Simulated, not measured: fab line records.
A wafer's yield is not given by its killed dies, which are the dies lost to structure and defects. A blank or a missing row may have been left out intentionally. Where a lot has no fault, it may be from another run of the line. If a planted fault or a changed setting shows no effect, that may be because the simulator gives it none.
fab line records / flow rit_cmos
record: lots: 5 wafers: 15 last_day: 7
route steps=202 shown GATE@77 FOX2@80
lots that met no fault: taken from a fault-free run of the same line
start_h: the number of hours between the record's first day and the start of the first shown wafer of the lot / wait_h: how many hours have passed since the lot's step before this one / " as in the row above / L1.1+2: several wafers, shown together as one row / - either no value or no given start / * or withheld: withheld / < > ~ a bound
route shown NAME@n: names a module that has steps shown in the file, with the first one's number in the route / usual: mean and standard deviation over wafers with no fault / same: alike in all rows / chamber/n: place in a boat / sites: the reading at each site / _std_site: how widely they spread, as a standard deviation / _edge_site: inner sites' mean taken away from outer sites' mean / radius_mm: for every site, how far away it sits from the centre of the wafer / mask NAME#n: copy n / behind: the last tool/chamber to shape the wafer / hold: why the lot was held/for how many hours/how that ended / device: the transistor (n, p or np) that didn't switch / end of line: at the end of the route, the tests of the same wafers / a step without rows: its recipe alone / killed: dies that structure and defects cost at the first sort, which is not the same as the wafer's yield / map: per-die view of a wafer (x killed, . not killed, _ where there is no die)
set.NAME: setting as actually run; set.NAME@STEP: the setting as run at that earlier step / model.NAME: the simulator's own value behind a step, which no gauge read
a table for each step, a row for each wafer; lots at some steps of the route
services: the hour from which a tool's chamber was out of use, counted from the record's first day as start_h (under 0 if before that day), plus the number of hours and why
== steps ==
step: RIT_GATE_CLEAN_02
recipe: chemistry: dHF dilution: 50:1 time_s: 30
step: RIT_GATE_CLEAN_03
recipe: chemistry: SC2 mix: 3:3:50 time_s: 600 temp_c: 75 dry: n2_spin
step: RIT_GATE_CLEAN_04
recipe: chemistry: dHF dilution: 50:1 time_s: 60 dry: n2_spin
step: RIT_FOX2_THK_MEAS_91
recipe: reads: SiO2_of_FOX2_OXIDATION_00
usual: FIELD_OXIDE_LEFT_2_THK: 256/5.9
lot.wafer=L680.2 tool=film_metro-03 chamber=- start_h=32.89 wait_h=0.0 FIELD_OXIDE_LEFT_2_THK[nm]=260
lot.wafer=L680.4 tool=film_metro-03 chamber=- start_h=32.89 wait_h=0.0 FIELD_OXIDE_LEFT_2_THK[nm]=260
lot.wafer=L680.6 tool=film_metro-03 chamber=- start_h=32.89 wait_h=0.0 FIELD_OXIDE_LEFT_2_THK[nm]=264
lot.wafer=L682.1 tool=film_metro-04 chamber=- start_h=43.14 wait_h=0.0 FIELD_OXIDE_LEFT_2_THK[nm]=261
lot.wafer=L682.5 tool=film_metro-04 chamber=- start_h=43.14 wait_h=0.0 FIELD_OXIDE_LEFT_2_THK[nm]=258
lot.wafer=L682.6 tool=film_metro-04 chamber=- start_h=43.14 wait_h=0.0 FIELD_OXIDE_LEFT_2_THK[nm]=256
lot.wafer=L697.2 tool=film_metro-03 chamber=- start_h=116.72 wait_h=0.0 FIELD_OXIDE_LEFT_2_THK[nm]=250
lot.wafer=L697.4 tool=film_metro-03 chamber=- start_h=116.72 wait_h=0.0 FIELD_OXIDE_LEFT_2_THK[nm]=254
lot.wafer=L697.6 tool=film_metro-03 chamber=- start_h=116.72 wait_h=0.0 FIELD_OXIDE_LEFT_2_THK[nm]=249
lot.wafer=L701.3 tool=film_metro-01 chamber=- start_h=137.23 wait_h=0.0 FIELD_OXIDE_LEFT_2_THK[nm]=260
lot.wafer=L701.4 tool=film_metro-01 chamber=- start_h=137.23 wait_h=0.0 FIELD_OXIDE_LEFT_2_THK[nm]=268
lot.wafer=L701.6 tool=film_metro-01 chamber=- start_h=137.23 wait_h=0.0 FIELD_OXIDE_LEFT_2_THK[nm]=264
lot.wafer=L702.3 tool=film_metro-03 chamber=- start_h=141.88 wait_h=0.0 FIELD_OXIDE_LEFT_2_THK[nm]=252
lot.wafer=L702.4 tool=film_metro-03 chamber=- start_h=141.88 wait_h=0.0 FIELD_OXIDE_LEFT_2_THK[nm]=252
lot.wafer=L702.5 tool=film_metro-03 chamber=- start_h=141.88 wait_h=0.0 FIELD_OXIDE_LEFT_2_THK[nm]=250
step: RIT_GATE_OXIDATION_05
recipe: temp_c: 900 ambient: O2 target_thk_a: 30 ox_time_s: 270
step: RIT_GATE_ANNEAL_06
recipe: temp_c: 900 time_s: 600 ambient: N2O
step: RIT_GATE_THK_MEAS_07
recipe: reads: SiO2_of_GATE_OXIDATION_05
usual: GATE_OXIDE_THK: 3.00/0.062
lot.wafer=L680.2 tool=film_metro-04 chamber=- start_h=35.57 wait_h=0.0 GATE_OXIDE_THK[nm]=3.10
lot.wafer=L680.4 tool=film_metro-04 chamber=- start_h=35.57 wait_h=0.0 GATE_OXIDE_THK[nm]=3.04
lot.wafer=L680.6 tool=film_metro-04 chamber=- start_h=35.57 wait_h=0.0 GATE_OXIDE_THK[nm]=3.02
lot.wafer=L682.1 tool=film_metro-01 chamber=- start_h=44.83 wait_h=0.0 GATE_OXIDE_THK[nm]=2.96
lot.wafer=L682.5 tool=film_metro-01 chamber=- start_h=44.83 wait_h=0.0 GATE_OXIDE_THK[nm]=2.95
lot.wafer=L682.6 tool=film_metro-01 chamber=- start_h=44.83 wait_h=0.0 GATE_OXIDE_THK[nm]=3.01
lot.wafer=L697.2 tool=film_metro-01 chamber=- start_h=118.11 wait_h=0.0 GATE_OXIDE_THK[nm]=3.04
lot.wafer=L697.4 tool=film_metro-01 chamber=- start_h=118.11 wait_h=0.0 GATE_OXIDE_THK[nm]=2.98
lot.wafer=L697.6 tool=film_metro-01 chamber=- start_h=118.11 wait_h=0.0 GATE_OXIDE_THK[nm]=3.05
lot.wafer=L701.3 tool=film_metro-03 chamber=- start_h=138.61 wait_h=0.0 GATE_OXIDE_THK[nm]=2.99
lot.wafer=L701.4 tool=film_metro-03 chamber=- start_h=138.61 wait_h=0.0 GATE_OXIDE_THK[nm]=3.02
lot.wafer=L701.6 tool=film_metro-03 chamber=- start_h=138.61 wait_h=0.0 GATE_OXIDE_THK[nm]=2.98
lot.wafer=L702.3 tool=film_metro-04 chamber=- start_h=143.30 wait_h=0.0 GATE_OXIDE_THK[nm]=3.01
lot.wafer=L702.4 tool=film_metro-04 chamber=- start_h=143.30 wait_h=0.0 GATE_OXIDE_THK[nm]=2.90
lot.wafer=L702.5 tool=film_metro-04 chamber=- start_h=143.30 wait_h=0.0 GATE_OXIDE_THK[nm]=2.93
step: RIT_GATE_CVD_08
recipe: material: poly-Si target_thk_nm: 250 temp_c: 610 precursor: SiH4 time_s: 2220 pressure_mtorr: 300 sih4_flow_sccm: 100
step: RIT_GATE_THK_MEAS_09
recipe: reads: poly-Si_of_GATE_CVD_08
usual: GATE_POLY_THK: 249.5/2.3
lot.wafer=L680.2 tool=film_metro-04 chamber=- start_h=37.25 wait_h=0.0 GATE_POLY_THK[nm]=246.8
lot.wafer=L680.4 tool=film_metro-04 chamber=- start_h=37.25 wait_h=0.0 GATE_POLY_THK[nm]=246.7
lot.wafer=L680.6 tool=film_metro-04 chamber=- start_h=37.25 wait_h=0.0 GATE_POLY_THK[nm]=244.4
lot.wafer=L682.1 tool=film_metro-01 chamber=- start_h=46.51 wait_h=0.0 GATE_POLY_THK[nm]=250.1
lot.wafer=L682.5 tool=film_metro-01 chamber=- start_h=46.51 wait_h=0.0 GATE_POLY_THK[nm]=251.3
lot.wafer=L682.6 tool=film_metro-01 chamber=- start_h=46.51 wait_h=0.0 GATE_POLY_THK[nm]=249.5
lot.wafer=L697.2 tool=film_metro-03 chamber=- start_h=119.78 wait_h=0.0 GATE_POLY_THK[nm]=251.1
lot.wafer=L697.4 tool=film_metro-03 chamber=- start_h=119.78 wait_h=0.0 GATE_POLY_THK[nm]=250.5
lot.wafer=L697.6 tool=film_metro-03 chamber=- start_h=119.78 wait_h=0.0 GATE_POLY_THK[nm]=249.5
lot.wafer=L701.3 tool=film_metro-01 chamber=- start_h=141.10 wait_h=0.0 GATE_POLY_THK[nm]=253.4
lot.wafer=L701.4 tool=film_metro-01 chamber=- start_h=141.10 wait_h=0.0 GATE_POLY_THK[nm]=251.9
lot.wafer=L701.6 tool=film_metro-01 chamber=- start_h=141.10 wait_h=0.0 GATE_POLY_THK[nm]=253.5
lot.wafer=L702.3 tool=film_metro-03 chamber=- start_h=144.98 wait_h=0.0 GATE_POLY_THK[nm]=247.6
lot.wafer=L702.4 tool=film_metro-03 chamber=- start_h=144.98 wait_h=0.0 GATE_POLY_THK[nm]=248.7
lot.wafer=L702.5 tool=film_metro-03 chamber=- start_h=144.98 wait_h=0.0 GATE_POLY_THK[nm]=249.5
step: RIT_GATE_HMDS_10
recipe: prime_time_s: 60 prime_temp_c: 140
step: RIT_GATE_COAT_11
recipe: resist: NOVOLAK spin_rpm: 4250 resist_thk_nm: 850
step: RIT_GATE_SOFTBAKE_12
recipe: resist: NOVOLAK temp_c: 90 time_s: 60
step: RIT_GATE_EXPOSE_13
recipe: mask_id: M6 na: 0.6 source_shape: conventional sigma_outer: 0.6 target_cd_nm: 150 dose_mj: 380
usual: exposure_dose_mJ_cm2: 380.0/0.41
lot.wafer=L680.2 tool=iline_stepper-02 chamber=0 start_h=37.77 wait_h=0.1 mask=M6#0 exposure_dose_mJ_cm2=380.1
lot.wafer=L680.4 tool=iline_stepper-02 chamber=0 start_h=37.77 wait_h=0.1 mask=M6#0 exposure_dose_mJ_cm2=379.7
lot.wafer=L680.6 tool=iline_stepper-02 chamber=0 start_h=37.77 wait_h=0.1 mask=M6#0 exposure_dose_mJ_cm2=379.8
lot.wafer=L682.1 tool=iline_stepper-01 chamber=0 start_h=47.14 wait_h=0.2 mask=M6#0 exposure_dose_mJ_cm2=379.9
lot.wafer=L682.5 tool=iline_stepper-01 chamber=0 start_h=47.14 wait_h=0.2 mask=M6#0 exposure_dose_mJ_cm2=380.0
lot.wafer=L682.6 tool=iline_stepper-01 chamber=0 start_h=47.14 wait_h=0.2 mask=M6#0 exposure_dose_mJ_cm2=380.2
lot.wafer=L697.2 tool=iline_stepper-01 chamber=0 start_h=120.52 wait_h=0.3 mask=M6#0 exposure_dose_mJ_cm2=365.9
lot.wafer=L697.4 tool=iline_stepper-01 chamber=0 start_h=120.52 wait_h=0.3 mask=M6#0 exposure_dose_mJ_cm2=365.4
lot.wafer=L697.6 tool=iline_stepper-01 chamber=0 start_h=120.52 wait_h=0.3 mask=M6#0 exposure_dose_mJ_cm2=365.4
lot.wafer=L701.3 tool=iline_stepper-02 chamber=0 start_h=141.63 wait_h=0.1 mask=M6#0 exposure_dose_mJ_cm2=380.5
lot.wafer=L701.4 tool=iline_stepper-02 chamber=0 start_h=141.63 wait_h=0.1 mask=M6#0 exposure_dose_mJ_cm2=380.5
lot.wafer=L701.6 tool=iline_stepper-02 chamber=0 start_h=141.63 wait_h=0.1 mask=M6#0 exposure_dose_mJ_cm2=380.3
lot.wafer=L702.3 tool=iline_stepper-02 chamber=0 start_h=145.51 wait_h=0.1 mask=M6#0 exposure_dose_mJ_cm2=380.4
lot.wafer=L702.4 tool=iline_stepper-02 chamber=0 start_h=145.51 wait_h=0.1 mask=M6#0 exposure_dose_mJ_cm2=379.6
lot.wafer=L702.5 tool=iline_stepper-02 chamber=0 start_h=145.51 wait_h=0.1 mask=M6#0 exposure_dose_mJ_cm2=380.2
step: RIT_GATE_PEB_14
recipe: resist: NOVOLAK temp_c: withheld time_s: withheld
step: RIT_GATE_DEVELOP_15
recipe: resist: NOVOLAK develop_time_s: 50 dev_temp_c: 23
step: RIT_GATE_CD_MEAS_16
recipe: target_cd_nm: 150
usual: cd_nm: 150.0/1.9
lot.wafer=L680.2 tool=cd_sem-01 chamber=- start_h=38.17 wait_h=- cd_nm=148.9
lot.wafer=L680.4 tool=cd_sem-01 chamber=- start_h=38.17 wait_h=- cd_nm=151.1
lot.wafer=L680.6 tool=cd_sem-01 chamber=- start_h=38.17 wait_h=- cd_nm=149.0
lot.wafer=L682.1 tool=cd_sem-01 chamber=- start_h=47.56 wait_h=- cd_nm=150.5
lot.wafer=L682.5 tool=cd_sem-01 chamber=- start_h=47.56 wait_h=- cd_nm=151.1
lot.wafer=L682.6 tool=cd_sem-01 chamber=- start_h=47.56 wait_h=- cd_nm=148.2
lot.wafer=L697.2 tool=cd_sem-01 chamber=- start_h=120.92 wait_h=- cd_nm=55.7
lot.wafer=L697.4 tool=cd_sem-01 chamber=- start_h=120.92 wait_h=- cd_nm=116.4
lot.wafer=L697.6 tool=cd_sem-01 chamber=- start_h=120.92 wait_h=- cd_nm=64.0
lot.wafer=L701.3 tool=cd_sem-02 chamber=- start_h=142.03 wait_h=- cd_nm=149.0
lot.wafer=L701.4 tool=cd_sem-02 chamber=- start_h=142.03 wait_h=- cd_nm=152.6
lot.wafer=L701.6 tool=cd_sem-02 chamber=- start_h=142.03 wait_h=- cd_nm=151.8
lot.wafer=L702.3 tool=cd_sem-02 chamber=- start_h=145.91 wait_h=- cd_nm=150.4
lot.wafer=L702.4 tool=cd_sem-02 chamber=- start_h=145.91 wait_h=- cd_nm=149.5
lot.wafer=L702.5 tool=cd_sem-02 chamber=- start_h=145.91 wait_h=- cd_nm=147.4
step: RIT_GATE_OVL_MEAS_17
usual: GATE_OVL: -0.9/1.4
lot.wafer=L680.2 tool=overlay-01 chamber=- start_h=38.27 wait_h=0.1 GATE_OVL[nm]=-0.5
lot.wafer=L680.4 tool=overlay-01 chamber=- start_h=38.27 wait_h=0.1 GATE_OVL[nm]=0.1
lot.wafer=L680.6 tool=overlay-01 chamber=- start_h=38.27 wait_h=0.1 GATE_OVL[nm]=0.4
lot.wafer=L682.1 tool=overlay-01 chamber=- start_h=47.68 wait_h=0.1 GATE_OVL[nm]=-0.1
lot.wafer=L682.5 tool=overlay-01 chamber=- start_h=47.68 wait_h=0.1 GATE_OVL[nm]=0.7
lot.wafer=L682.6 tool=overlay-01 chamber=- start_h=47.68 wait_h=0.1 GATE_OVL[nm]=1.2
lot.wafer=L697.2 tool=overlay-01 chamber=- start_h=121.03 wait_h=0.1 GATE_OVL[nm]=-0.2
lot.wafer=L697.4 tool=overlay-01 chamber=- start_h=121.03 wait_h=0.1 GATE_OVL[nm]=-1.5
lot.wafer=L697.6 tool=overlay-01 chamber=- start_h=121.03 wait_h=0.1 GATE_OVL[nm]=-0.6
lot.wafer=L701.3 tool=overlay-02 chamber=- start_h=142.12 wait_h=0.1 GATE_OVL[nm]=-2.9
lot.wafer=L701.4 tool=overlay-02 chamber=- start_h=142.12 wait_h=0.1 GATE_OVL[nm]=-3.3
lot.wafer=L701.6 tool=overlay-02 chamber=- start_h=142.12 wait_h=0.1 GATE_OVL[nm]=-2.9
lot.wafer=L702.3 tool=overlay-01 chamber=- start_h=146.00 wait_h=0.1 GATE_OVL[nm]=-4.5
lot.wafer=L702.4 tool=overlay-01 chamber=- start_h=146.00 wait_h=0.1 GATE_OVL[nm]=-2.7
lot.wafer=L702.5 tool=overlay-01 chamber=- start_h=146.00 wait_h=0.1 GATE_OVL[nm]=-3.1
step: RIT_GATE_HARDBAKE_18
recipe: resist: NOVOLAK temp_c: 140 time_s: 60
step: RIT_GATE_ETCH_19
recipe: chemistry: SF6/CHF3/O2 time_s: 165 SF6_flow_sccm: 30 CHF3_flow_sccm: 30 O2_flow_sccm: 5 target: poly-Si pressure_mtorr: 40 rf_w: 160 target_depth_a: 3125 over_etch_frac: 0.25 stop_on: SiO2
usual: drypump_motor_current_A: 5.8/0.53 oes_product_au: 0.850/0.015 throttle_valve_pct: 10.19/0.16
lot.wafer=L680.2 tool=rie_si-01 chamber=3 start_h=38.45 wait_h=0.1 drypump_motor_current_A=5.1 oes_product_au=0.832 rf_hours_counter_h=120 throttle_valve_pct=10.07 model.GATE.cd_nm=149.2
lot.wafer=L680.4 tool=rie_si-01 chamber=0 start_h=38.45 wait_h=0.1 drypump_motor_current_A=6.4 oes_product_au=0.834 rf_hours_counter_h=42 throttle_valve_pct=10.26 model.GATE.cd_nm=151.2
lot.wafer=L680.6 tool=rie_si-01 chamber=0 start_h=38.45 wait_h=0.1 drypump_motor_current_A=6.4 oes_product_au=0.843 rf_hours_counter_h=- throttle_valve_pct=10.25 model.GATE.cd_nm=148.8
lot.wafer=L682.1 tool=rie_si-01 chamber=3 start_h=48.01 wait_h=0.1 drypump_motor_current_A=5.1 oes_product_au=0.851 rf_hours_counter_h=120 throttle_valve_pct=10.08 model.GATE.cd_nm=150.5
lot.wafer=L682.5 tool=rie_si-01 chamber=3 start_h=48.01 wait_h=0.1 drypump_motor_current_A=5.0 oes_product_au=0.853 rf_hours_counter_h=- throttle_valve_pct=10.09 model.GATE.cd_nm=151.3
lot.wafer=L682.6 tool=rie_si-01 chamber=2 start_h=48.01 wait_h=0.1 drypump_motor_current_A=5.3 oes_product_au=0.859 rf_hours_counter_h=- throttle_valve_pct=10.26 model.GATE.cd_nm=148
lot.wafer=L697.2 tool=rie_si-02 chamber=0 start_h=121.31 wait_h=0.1 drypump_motor_current_A=5.1 oes_product_au=0.854 rf_hours_counter_h=3 throttle_valve_pct=10.21 model.GATE.cd_nm=55.69
lot.wafer=L697.4 tool=rie_si-02 chamber=3 start_h=121.31 wait_h=0.1 drypump_motor_current_A=6.1 oes_product_au=0.827 rf_hours_counter_h=94 throttle_valve_pct=10.34 model.GATE.cd_nm=116.7
lot.wafer=L697.6 tool=rie_si-02 chamber=1 start_h=121.31 wait_h=0.1 drypump_motor_current_A=6.0 oes_product_au=0.866 rf_hours_counter_h=- throttle_valve_pct=9.90 model.GATE.cd_nm=64.2
lot.wafer=L701.3 tool=rie_si-02 chamber=0 start_h=142.30 wait_h=0.1 drypump_motor_current_A=5.1 oes_product_au=0.850 rf_hours_counter_h=3 throttle_valve_pct=10.23 model.GATE.cd_nm=149.1
lot.wafer=L701.4 tool=rie_si-02 chamber=2 start_h=142.30 wait_h=0.1 drypump_motor_current_A=6.3 oes_product_au=0.866 rf_hours_counter_h=35 throttle_valve_pct=10.02 model.GATE.cd_nm=152.6
lot.wafer=L701.6 tool=rie_si-02 chamber=3 start_h=142.30 wait_h=0.1 drypump_motor_current_A=6.1 oes_product_au=0.828 rf_hours_counter_h=- throttle_valve_pct=10.33 model.GATE.cd_nm=151.9
lot.wafer=L702.3 tool=rie_si-01 chamber=2 start_h=146.17 wait_h=0.1 drypump_motor_current_A=5.3 oes_product_au=0.853 rf_hours_counter_h=45 throttle_valve_pct=10.27 model.GATE.cd_nm=150.3
lot.wafer=L702.4 tool=rie_si-01 chamber=3 start_h=146.17 wait_h=0.1 drypump_motor_current_A=5.0 oes_product_au=0.840 rf_hours_counter_h=121 throttle_valve_pct=10.10 model.GATE.cd_nm=149.5
lot.wafer=L702.5 tool=rie_si-01 chamber=1 start_h=146.17 wait_h=0.1 drypump_motor_current_A=6.1 oes_product_au=0.864 rf_hours_counter_h=- throttle_valve_pct=10.44 model.GATE.cd_nm=147.8
step: RIT_GATE_STRIP_20
recipe: chemistry: O2 time_s: 180 resist: NOVOLAK platen_temp_c: withheld power_w: 500 pressure_mtorr: 4000 o2_flow_sccm: 4000
usual: drypump_motor_current_A: 5.6/0.45
lot.wafer=L680.2 tool=plasma_asher-04 chamber=0 start_h=38.56 wait_h=0.1 drypump_motor_current_A=5.9 rf_hours_counter_h=38
lot.wafer=L680.4 tool=plasma_asher-04 chamber=0 start_h=38.56 wait_h=0.1 drypump_motor_current_A=6.0 rf_hours_counter_h=-
lot.wafer=L680.6 tool=plasma_asher-04 chamber=1 start_h=38.56 wait_h=0.1 drypump_motor_current_A=5.7 rf_hours_counter_h=-
lot.wafer=L682.1 tool=plasma_asher-04 chamber=1 start_h=48.12 wait_h=0.1 drypump_motor_current_A=5.7 rf_hours_counter_h=39
lot.wafer=L682.5 tool=plasma_asher-04 chamber=1 start_h=48.12 wait_h=0.1 drypump_motor_current_A=5.7 rf_hours_counter_h=-
lot.wafer=L682.6 tool=plasma_asher-04 chamber=0 start_h=48.12 wait_h=0.1 drypump_motor_current_A=5.9 rf_hours_counter_h=-
lot.wafer=L697.2 tool=plasma_asher-02 chamber=1 start_h=121.42 wait_h=0.1 drypump_motor_current_A=4.9 rf_hours_counter_h=32
lot.wafer=L697.4 tool=plasma_asher-02 chamber=0 start_h=121.42 wait_h=0.1 drypump_motor_current_A=6.1 rf_hours_counter_h=-
lot.wafer=L697.6 tool=plasma_asher-02 chamber=0 start_h=121.42 wait_h=0.1 drypump_motor_current_A=6.1 rf_hours_counter_h=-
lot.wafer=L701.3 tool=plasma_asher-04 chamber=1 start_h=142.46 wait_h=0.1 drypump_motor_current_A=5.7 rf_hours_counter_h=-
lot.wafer=L701.4 tool=plasma_asher-04 chamber=0 start_h=142.46 wait_h=0.1 drypump_motor_current_A=5.9 rf_hours_counter_h=-
lot.wafer=L701.6 tool=plasma_asher-04 chamber=1 start_h=142.46 wait_h=0.1 drypump_motor_current_A=5.6 rf_hours_counter_h=-
lot.wafer=L702.3 tool=plasma_asher-02 chamber=1 start_h=146.34 wait_h=0.1 drypump_motor_current_A=4.9 rf_hours_counter_h=-
lot.wafer=L702.4 tool=plasma_asher-02 chamber=0 start_h=146.34 wait_h=0.1 drypump_motor_current_A=6.1 rf_hours_counter_h=-
lot.wafer=L702.5 tool=plasma_asher-02 chamber=0 start_h=146.34 wait_h=0.1 drypump_motor_current_A=6.1 rf_hours_counter_h=-
== services ==
tool=plasma_asher-02 chamber=- start_h=24.19 hours=15.5 kind=repair
tool=iline_stepper-02 chamber=- start_h=52.03 hours=1.8 kind=repair
tool=rie_si-01 chamber=- start_h=83.80 hours=2.8 kind=pm
tool=iline_stepper-02 chamber=- start_h=96.84 hours=5.0 kind=repair
tool=rie_si-01 chamber=- start_h=100.07 hours=0.5 kind=repair
tool=rie_si-01 chamber=- start_h=105.78 hours=0.1 kind=repair
tool=plasma_asher-04 chamber=- start_h=108.75 hours=9.0 kind=pm
tool=plasma_asher-04 chamber=0 start_h=108.75 hours=9.0 kind=vent_cycle
tool=plasma_asher-04 chamber=1 start_h=108.75 hours=9.0 kind=vent_cycle
tool=iline_stepper-02 chamber=- start_h=117.01 hours=1.7 kind=pm
tool=plasma_asher-04 chamber=0 start_h=117.75 hours=- kind=clean
tool=plasma_asher-04 chamber=1 start_h=117.75 hours=- kind=clean
tool=iline_stepper-02 chamber=- start_h=132.21 hours=2.2 kind=repair
== key ==
first_sign: step: RIT_GATE_EXPOSE_13 reading: exposure_dose_mJ_cm2 direction: down sigmas: 35 usual: 380.0 struck: 365.6
effect: step: RIT_GATE_CD_MEAS_16 reading: cd_nm direction: down sigmas: 38 usual: 150.0 struck: 78.7 through: control_loop
model_effect: step: RIT_GATE_ETCH_19 value: GATE.cd_nm without: 149.8 struck: 78.86
met_at RIT_GATE_EXPOSE_13
struck_wafers L697.2,L697.4,L697.6
later_rows_left_out L697.2,L697.4,L697.6
sort_left_out L697.2,L697.4,L697.6
tester_left_out L697
loop_trim: step: RIT_GATE_EXPOSE_13 setting: dose lots: L697
onset_between 47.14 120.52
fault: kind: process_parameter_drift tool: iline_stepper-01 chamber: - onset_h: 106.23 steps: RIT_GATE_EXPOSE_13 channel: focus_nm offset: 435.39 spread_by_wafer: 0.3 shape: step end_h: 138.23
tester_left_out: of these lots the tester's yield and bins aren't shown, on N5 and GAA mostly nor the transistor test; their killed dies are dies lost to structure and defects alone, not to doping, threshold or leakage, so they don't give the yield
sort_left_out: the simulated sort isn't trusted on such a fault, so these wafers' sort isn't shown, and their yield isn't known
later_rows_left_out: the simulator's readings of these wafers behind a module that went badly wrong aren't trusted and aren't shown, but for the sort
loop_trim: a control loop set the setting to another value than it would have without faults
